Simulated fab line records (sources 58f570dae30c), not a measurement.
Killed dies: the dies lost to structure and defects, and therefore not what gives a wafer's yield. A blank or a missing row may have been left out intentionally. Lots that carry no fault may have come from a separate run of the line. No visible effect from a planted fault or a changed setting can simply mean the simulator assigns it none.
Split-lot experiment	flow berkeley-cmos170	23 wafers read across 5 lots, on a route 331 steps long

== ON THE SPLIT ==
At UCB170_NWELL_COAT_07 (resist thk 900 nm), the setting spin-rpm was moved away from the recipe's 1500 rpm on 8 of the 23 wafers read, by -7.2% to +3.8%. All remaining wafers had this setting at the recipe value.

== SPLIT TO READING: what lies between them in the file, 1 step ==
- UCB170_NWELL_DEVELOP_11: develop time 45 s (also split here: dev-temp-c)

== THE READING ==
KrF_of_NWELL_COAT_07.thk-nm (the simulator's own value, which no gauge read), in nm, at UCB170_NWELL_ETCH_13 (etches Si3N4 in CH3F/Ar/O2, stops on SiO2, target depth 246.4 nm, time 154 s). The file does not state a usual value for it. Here, 15 wafers ran the recipe; their average is 720.3 nm with a standard deviation of 2.6 nm.

wafer	tool, chamber at the split	spin-rpm as run, rpm	against the recipe	KrF_of_NWELL_COAT_07.thk-nm, nm	against lot-mates on the recipe
L074.1	litho-track-03, 0	1500	recipe	722	-
L074.2	litho-track-03, 0	1500	recipe	722.7	-
L074.6	litho-track-03, 0	1500	recipe	722.3	-
L076.2	litho-track-01, 0	1557	+3.8%	700.7	-16.2
L076.3	litho-track-01, 0	1500	recipe	719.3	-
L076.4	litho-track-01, 0	1500	recipe	716.1	-
L076.5	litho-track-01, 0	1557	+3.8%	703.8	-13.1
L076.6	litho-track-01, 0	1500	recipe	715.2	-
L078.1	litho-track-03, 0	1449	-3.4%	734.1	+14.8
L078.2	litho-track-03, 0	1500	recipe	721.3	-
L078.4	litho-track-03, 0	1500	recipe	717.5	-
L078.5	litho-track-03, 0	1449	-3.4%	732.7	+13.4
L078.6	litho-track-03, 0	1500	recipe	719.1	-
L082.1	litho-track-04, 0	1500	recipe	719.3	-
L082.3	litho-track-04, 0	1500	recipe	721.5	-
L082.4	litho-track-04, 0	1553	+3.5%	702.9	-17.3
L082.5	litho-track-04, 0	1500	recipe	719.7	-
L082.6	litho-track-04, 0	1553	+3.5%	705.9	-14.3
L083.1	litho-track-01, 0	1500	recipe	722	-
L083.2	litho-track-01, 0	1392	-7.2%	749.6	+26.6
L083.4	litho-track-01, 0	1500	recipe	722.2	-
L083.5	litho-track-01, 0	1500	recipe	724.9	-
L083.6	litho-track-01, 0	1392	-7.2%	757.2	+34.2

THE FIT
A straight line over all 23 wafers: KrF_of_NWELL_COAT_07.thk-nm changes by -4.52 nm for each +1% of spin-rpm; r = -0.98; the points scatter about the line by 2.7 nm.
The same after taking each lot's own level away (the mean of its wafers on the recipe; 23 wafers): -4.18 nm for each +1%; r = -0.99; scatter 1.8 nm.
Per that fit: largest spin-rpm move, reading shift of 30 nm.
From 716.87 to 723.03 nm: that is the span of the lots' own levels, equal to 2.4 times the standard deviation above.
The two slopes are in agreement: the lot-to-lot level therefore moves the slope only a little.
Check: for one of the wafers moved furthest among these (-7.2%), held out of the fit, the line's prediction against its lot-mates is +31.8 nm. It came out at +26.6 nm against them.

== OTHER SPLITS APPLIED TO THESE WAFERS ==
These wafers also went through other splits before the reading. Each is held against what the fit with the lots' levels taken away leaves over:
other split on the same wafers	wafers away from the commonest value	r with KrF_of_NWELL_COAT_07.thk-nm (lot level and that fit taken away)
UCB170_ZERO_COAT_01 resist-thk-nm	8	+0.17
UCB170_NWELL_DEVELOP_11 dev-temp-c	6	-0.22

== THE WHOLE CHAIN: every reading that the file lists as answering this split, in the file's order ==
step	what it does	reading	change (the file's fit)	r (the file's)
UCB170_NWELL_COAT_07	resist thk 900 nm	KrF_of_NWELL_COAT_07.thk-nm (the simulator's own value, which no gauge read)	-4.62 nm for each +1% of the setting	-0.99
UCB170_NWELL_ETCH_13	etches Si3N4 in CH3F/Ar/O2, stops on SiO2, target depth 246.4 nm, time 154 s	KrF_of_NWELL_COAT_07.thk-nm (the simulator's own value, which no gauge read)	-4.18 nm for each +1% of the setting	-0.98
UCB170_NWELL_STRIP_15	strips in O2	strip-time-to-endpoint-s	withheld for each +1% of the setting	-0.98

== FILE'S OWN FIT ==
KrF_of_NWELL_COAT_07.thk-nm changes by -4.18 nm for each +1% of spin-rpm, r = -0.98.
